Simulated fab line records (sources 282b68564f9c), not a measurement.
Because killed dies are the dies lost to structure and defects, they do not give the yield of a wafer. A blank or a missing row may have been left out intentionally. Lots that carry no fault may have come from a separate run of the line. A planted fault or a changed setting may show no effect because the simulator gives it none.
The tool behind it: which one? ; flow rit_cmos ; 7 lots with 21 wafers sampled at 2 steps, on a route of 202 steps

WHAT THE GAUGES READ, wafer by wafer
RIT_NWELL_TW_MEAS_10.
lot;measured;on;NWELL_TW
L767;day 2 04:01;film_metro-03;2149 2126 2129
L770;day 2 19:23;film_metro-02;2146 2124 2131
L774;day 3 23:13;film_metro-04;2144 2139 2149
L777;day 4 13:37;film_metro-03;2135 2143 2122
L783;day 5 16:17;film_metro-02;1030 1012 1034 1032 1018 1025
L786;day 6 07:25;film_metro-03;2136 2139 2132
L788;day 6 18:02;film_metro-03;2134 2120 2131

WHAT TOOL EACH LOT RAN ON (gives the tool, then ch and the chambers of the sampled wafers, and finally the start)
lot;RIT_NWELL_IMPLANT_08
L767;implanter-03 ch 0, day 2 03:43
L770;implanter-04 ch 0, day 2 19:05
L774;implanter-04 ch 0, day 3 22:53
L777;implanter-03 ch 0, day 4 13:17
L783;implanter-04 ch 0, day 5 15:58
L786;implanter-02 ch 0, day 6 07:06
L788;implanter-02 ch 0, day 6 17:45
- RIT_NWELL_IMPLANT_08

THE ANSWER, worked out from the rows above alone
Rule: the usual values come from the lots themselves. The widest of any qualifying gaps counts: lots, ordered by their means at a reading, are off when they make up no more than a third of the lots, leave a main group of 4 or more, and stand apart from it by 3 or more times the standard deviation of that group's means. A main group whose means are all the same, to the digits that the tables above print for the reading, isn't used. A lot without any number at a reading at which 4 lots or more have one is off too. Any other lot the step has rows for is counted as sound.
Off: L783, seen at RIT_NWELL_TW_MEAS_10 (NWELL_TW). Mean 2135 and standard deviation 4.7 in the main group.
A tool fits if, at a process step before that reading, it ran every lot that is off, and no sound lot after the first of them. The gauges at RIT_NWELL_TW_MEAS_10 are tried like those tools. Undecided on this evidence; 2 tools fit (implanter-04 at RIT_NWELL_IMPLANT_08, film_metro-02 at RIT_NWELL_TW_MEAS_10).

WHAT THE SIMULATOR PUT IN
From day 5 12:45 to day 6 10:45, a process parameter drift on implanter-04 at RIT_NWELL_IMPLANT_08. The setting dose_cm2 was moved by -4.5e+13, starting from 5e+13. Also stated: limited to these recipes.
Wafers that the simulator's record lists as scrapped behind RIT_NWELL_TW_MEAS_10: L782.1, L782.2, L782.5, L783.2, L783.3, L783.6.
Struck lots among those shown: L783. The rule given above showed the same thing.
